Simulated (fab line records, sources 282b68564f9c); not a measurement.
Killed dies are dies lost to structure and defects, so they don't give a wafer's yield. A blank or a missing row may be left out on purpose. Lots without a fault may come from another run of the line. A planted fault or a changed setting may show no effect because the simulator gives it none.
fab line records | flow rit_cmos
record lots=14 wafers=42 last_day=7
route steps=202 shown ACTIVE@1 GATE@91 PLDD@120 SILICIDE@167 M1@202
lots that met no fault: from a run of the same line without faults
start_h: hours from the record's first day to the start of the lot's first wafer shown | wait_h: hours since the lot's step before | " the same as in the row above | L1.1+2: a row that stands for several wafers | - no value, or no start given | * or withheld: withheld | < > ~ a bound
route shown NAME@n: a module of which the file shows steps, and the number in the route of the first | usual: mean/standard deviation of fault-free wafers | same: alike in all rows | chamber/n: place in a boat | sites: the reading at each site | _std_site: their standard deviation | _edge_site: outer sites' mean less inner sites' | radius_mm: how far each site lies from the wafer's centre | mask NAME#n: copy n | behind: the tool/chamber that last shaped the wafer | hold: why the lot was held/for how many hours/how that ended | device: the transistor (n, p or np) that didn't switch | end of line: the same wafers' tests at the end of the route | a step without rows: its recipe alone | killed: dies lost to structure and defects at the first sort, not the wafer's yield | map: a wafer's dies, x killed, . not, _ none there
set.NAME: the setting as run; set.NAME@STEP: as run at that earlier step | model.NAME: the simulator's own value behind a step, which no gauge read
steps of the route over a sample of lots; a table a step, a row a wafer
## steps
# step RIT_ACTIVE_BOW_MEAS_00
# recipe mode=bow
# usual INCOMING_BOW=0/6.4
# columns lot.wafer tool chamber start_h wait_h INCOMING_BOW[um]
L557.2 film_metro-04 - 10.02 - -12
L557.3 " - " " 8
L557.4 " - " " -6
L558.1 film_metro-04 - 15.00 - 0
L558.2 " - " " 2
L558.5 " - " " 1
L559.1 film_metro-02 - 20.00 - -6
L559.2 " - " " -7
L559.5 " - " " 6
L560.1 film_metro-02 - 25.00 - 0
L560.3 " - " " -3
L560.4 " - " " 0
L567.1 film_metro-03 - 60.00 - 7
L567.3 " - " " -6
L567.6 " - " " 8
L568.1 film_metro-02 - 65.00 - 2
L568.2 " - " " 7
L568.5 " - " " -11
L570.4 film_metro-04 - 75.06 - 10
L570.5 " - " " -8
L570.6 " - " " 0
L571.1 film_metro-04 - 80.00 - -2
L571.2 " - " " 6
L571.4 " - " " -1
L572.2 film_metro-02 - 85.02 - 7
L572.3 " - " " 4
L572.6 " - " " 7
L574.1 film_metro-04 - 95.00 - -17
L574.2 " - " " 6
L574.6 " - " " 7
L577.4 film_metro-03 - 110.06 - 3
L577.5 " - " " 4
L577.6 " - " " 4
L578.1 film_metro-03 - 115.00 - 1
L578.5 " - " " 6
L578.6 " - " " -4
L579.2 film_metro-04 - 120.02 - 5
L579.5 " - " " 0
L579.6 " - " " 8
L580.1 film_metro-03 - 125.00 - -9
L580.2 " - " " -4
L580.3 " - " " -6
# step RIT_GATE_DEVELOP_15
# recipe resist=NOVOLAK develop_time_s=50 dev_temp_c=23
# columns lot.wafer tool chamber start_h wait_h
L557.2+3+4 litho_track-04 0 37 -
L558.1+2+5 litho_track-01 0 41 -
L559.1+2+5 litho_track-01 0 48 -
L560.1+3+4 litho_track-01 0 51 -
L567.1+3+6 litho_track-04 0 87 -
L568.1+2+5 litho_track-04 0 91 -
L570.4+5+6 litho_track-03 0 103 -
L571.1+2+4 litho_track-01 0 112 -
L572.2+3+6 litho_track-01 0 116 -
L574.1+2+6 litho_track-01 0 122 -
L577.4+5+6 litho_track-03 0 136 -
L578.1+5+6 litho_track-01 0 142 -
L579.2+5+6 litho_track-01 0 146 -
L580.1+2+3 litho_track-03 0 150 -
# step RIT_GATE_CD_MEAS_16
# recipe target_cd_nm=150
# usual cd_nm=151.2/2.6
# columns lot.wafer tool chamber start_h wait_h cd_nm
L557.2 cd_sem-02 - 37.84 - 148.8
L557.3 " - " " 149.5
L557.4 " - " " 148.6
L558.1 cd_sem-02 - 41.37 - 153.4
L558.2 " - " " 152.6
L558.5 " - " " 153.1
L559.1 cd_sem-02 - 48.21 - 145.6
L559.2 " - " " 146.2
L559.5 " - " " 147.1
L560.1 cd_sem-02 - 51.66 - 149.3
L560.3 " - " " 150.7
L560.4 " - " " 151.1
L567.1 cd_sem-01 - 87.89 - 136.3
L567.3 " - " " 135.7
L567.6 " - " " 137.9
L568.1 cd_sem-01 - 91.64 - 140.2
L568.2 " - " " 141.8
L568.5 " - " " 138.9
L570.4 cd_sem-01 - 103.59 - 148.5
L570.5 " - " " 149.3
L570.6 " - " " 148.0
L571.1 cd_sem-02 - 112.83 - 149.9
L571.2 " - " " 150.9
L571.4 " - " " 150.1
L572.2 cd_sem-01 - 116.28 - 152.7
L572.3 " - " " 154.2
L572.6 " - " " 154.4
L574.1 cd_sem-02 - 122.21 - 154.4
L574.2 " - " " 155.9
L574.6 " - " " 154.3
L577.4 cd_sem-02 - 136.68 - 150.0
L577.5 " - " " 149.1
L577.6 " - " " 148.7
L578.1 cd_sem-02 - 142.21 - 155.6
L578.5 " - " " 153.0
L578.6 " - " " 153.8
L579.2 cd_sem-01 - 146.83 - 147.3
L579.5 " - " " 148.8
L579.6 " - " " 148.0
L580.1 cd_sem-02 - 151.06 - 151.3
L580.2 " - " " 150.0
L580.3 " - " " 150.6
# step RIT_PLDD_OVL_MEAS_06
# usual PLDD_OVL=0.2/1.4
# columns lot.wafer tool chamber start_h wait_h PLDD_OVL[nm]
L557.2 overlay-02 - 43.92 - 2.9
L557.3 " - " " 3.5
L557.4 " - " " 2.1
L558.1 overlay-01 - 48.86 - 0.1
L558.2 " - " " 0.6
L558.5 " - " " -0.7
L559.1 overlay-02 - 54.31 - 2.1
L559.2 " - " " 1.2
L559.5 " - " " 2.8
L560.1 overlay-02 - 57.94 - 1.2
L560.3 " - " " 0.2
L560.4 " - " " 0.3
L567.1 overlay-01 - 94.24 - -1.5
L567.3 " - " " 0.2
L567.6 " - " " -1.5
L568.1 overlay-01 - 98.89 - 0.0
L568.2 " - " " -0.8
L568.5 " - " " -0.3
L570.4 overlay-02 - 109.89 - -1.4
L570.5 " - " " -1.0
L570.6 " - " " -0.1
L571.1 overlay-02 - 119.84 - 0.2
L571.2 " - " " 1.4
L571.4 " - " " 0.0
L572.2 overlay-02 - 122.31 - 1.4
L572.3 " - " " 0.6
L572.6 " - " " 0.5
L574.1 overlay-01 - 129.96 - -2.2
L574.2 " - " " -0.9
L574.6 " - " " -1.8
L577.4 overlay-02 - 143.10 - 0.0
L577.5 " - " " 0.1
L577.6 " - " " 0.7
L578.1 overlay-01 - 148.50 - -1.4
L578.5 " - " " -0.9
L578.6 " - " " 0.2
L579.2 overlay-02 - 152.87 - -1.3
L579.5 " - " " -0.7
L579.6 " - " " 0.3
L580.1 overlay-02 - 158.44 - 1.5
L580.2 " - " " 1.0
L580.3 " - " " 0.1
# step RIT_SILICIDE_RTA_06
# recipe temp_c=750 time_s=10 idle_temp_c=25 ramp_up_s=5 ramp_down_s=10 cool_to_c=25 ambient=N2
# usual wafer_temp_C_max=754.0/0.88
# columns lot.wafer tool chamber start_h wait_h wafer_temp_C_max
L557.2 rtp_anneal-02 0 51.48 0.0 753.3
L557.3 " 0 " " 753.4
L557.4 " 0 " " 754.2
L558.1 rtp_anneal-01 0 56.38 0.0 755.2
L558.2 " 0 " " 754.4
L558.5 " 0 " " 754.0
L559.1 rtp_anneal-02 0 61.78 0.0 753.0
L559.2 " 0 " " 754.9
L559.5 " 0 " " 753.7
L560.1 rtp_anneal-01 0 65.51 0.0 754.3
L560.3 " 0 " " 755.5
L560.4 " 0 " " 754.8
L567.1 rtp_anneal-02 0 103.08 0.0 752.6
L567.3 " 0 " " 752.2
L567.6 " 0 " " 753.8
L568.1 rtp_anneal-01 0 106.46 0.0 754.7
L568.2 " 0 " " 753.6
L568.5 " 0 " " 754.6
L570.4 rtp_anneal-01 0 117.88 0.0 755.2
L570.5 " 0 " " 754.9
L570.6 " 0 " " 754.8
L571.1 rtp_anneal-02 0 127.28 0.0 753.8
L571.2 " 0 " " 753.7
L571.4 " 0 " " 753.6
L572.2 rtp_anneal-01 0 129.83 0.0 754.4
L572.3 " 0 " " 755.0
L572.6 " 0 " " 754.0
L574.1 rtp_anneal-01 0 137.43 0.0 754.6
L574.2 " 0 " " 753.9
L574.6 " 0 " " 754.0
L577.4 rtp_anneal-02 0 150.63 0.0 753.3
L577.5 " 0 " " 754.4
L577.6 " 0 " " 752.8
L578.1 rtp_anneal-01 0 155.80 0.0 754.3
L578.5 " 0 " " 754.5
L578.6 " 0 " " 755.7
L579.2 rtp_anneal-02 0 160.45 0.0 753.8
L579.5 " 0 " " 754.1
L579.6 " 0 " " 754.1
L580.1 rtp_anneal-01 0 166.38 0.0 753.6
L580.2 " 0 " " 754.6
L580.3 " 0 " " 755.0
# step RIT_M1_PROBE_99
# usual killed_at_contacts=0.1/0.24 killed_at_front_end=7/3.1 killed_dies=7/3.1 killed_open=3.6/2.1 killed_short=3.2/2
# same gross_dies=264 killed_at_M0_to_M3=0 killed_at_M4_up=0 killed_at_back_side=0 killed_at_other=0
# columns lot.wafer tool chamber start_h wait_h killed_at_contacts killed_at_front_end killed_dies killed_open killed_short
L567.3 prober-02 - 110.22 0.2 0 12 12 6 5
L567.6 prober-02 - 110.37 0.2 0 8 8 2 3
L568.5 prober-01 - 115.31 0.2 0 10 10 6 4
L578.1 prober-01 - 162.78 0.1 0 3 3 2 1
L578.5 prober-01 - 162.98 0.2 0 5 5 1 4
L578.6 prober-01 - 163.03 0.2 0 7 7 5 2
# killed by level:class
L567.3 FOX2:geometric_particle:short=2 GATE:geometric_particle:open=2 GATE:geometric_particle:short=2 SILICIDE:geometric_particle:open=2 FOX1:geometric_particle:open=1 FOX2:geometric_particle:open=1 SILICIDE:geometric_particle:short=1 GATE:area_develop=1
L567.6 GATE:geometric_particle:short=3 GATE:area_develop=3 SPACER:geometric_particle:open=1 SILICIDE:geometric_particle:open=1
L568.5 GATE:geometric_particle:open=3 FOX1:geometric_particle:short=2 REOX:geometric_particle:open=2 FOX2:geometric_particle:short=1 GATE:geometric_particle:short=1 SPACER:geometric_particle:open=1
L578.1 GATE:geometric_particle:open=2 GATE:geometric_particle:short=1
L578.5 GATE:geometric_particle:short=3 FOX2:geometric_particle:open=1 FOX2:geometric_particle:short=1
L578.6 GATE:geometric_particle:open=2 GATE:geometric_particle:short=2 SPACER:geometric_particle:open=2 FOX2:geometric_particle:open=1
## key
first_sign step=RIT_GATE_CD_MEAS_16 reading=cd_nm direction=down sigmas=4.9 usual=151.2 struck=138.5 through=control_loop
effect none on later readings
met_at RIT_GATE_DEVELOP_15
struck_lots L567,L568
tester_left_out L567,L568
loop_trim step=RIT_GATE_EXPOSE_13 setting=dose lots=L568
not_acting_at RIT_ACTIVE_BOW_MEAS_00,RIT_PLDD_OVL_MEAS_06,RIT_SILICIDE_RTA_06
onset_between 37 87
fault kind=process_parameter_drift tool=litho_track-04 chamber=- onset_h=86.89 steps=RIT_GATE_DEVELOP_15 channel=develop_time_s offset=* shape=step end_h=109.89 acts_in=* stated=*
# tester_left_out: of these lots the tester's yield and bins aren't shown, on N5 and GAA mostly nor the transistor test; their killed dies are dies lost to structure and defects alone, not to doping, threshold or leakage, so they don't give the yield
# loop_trim: a control loop set the setting to another value than it would have without faults
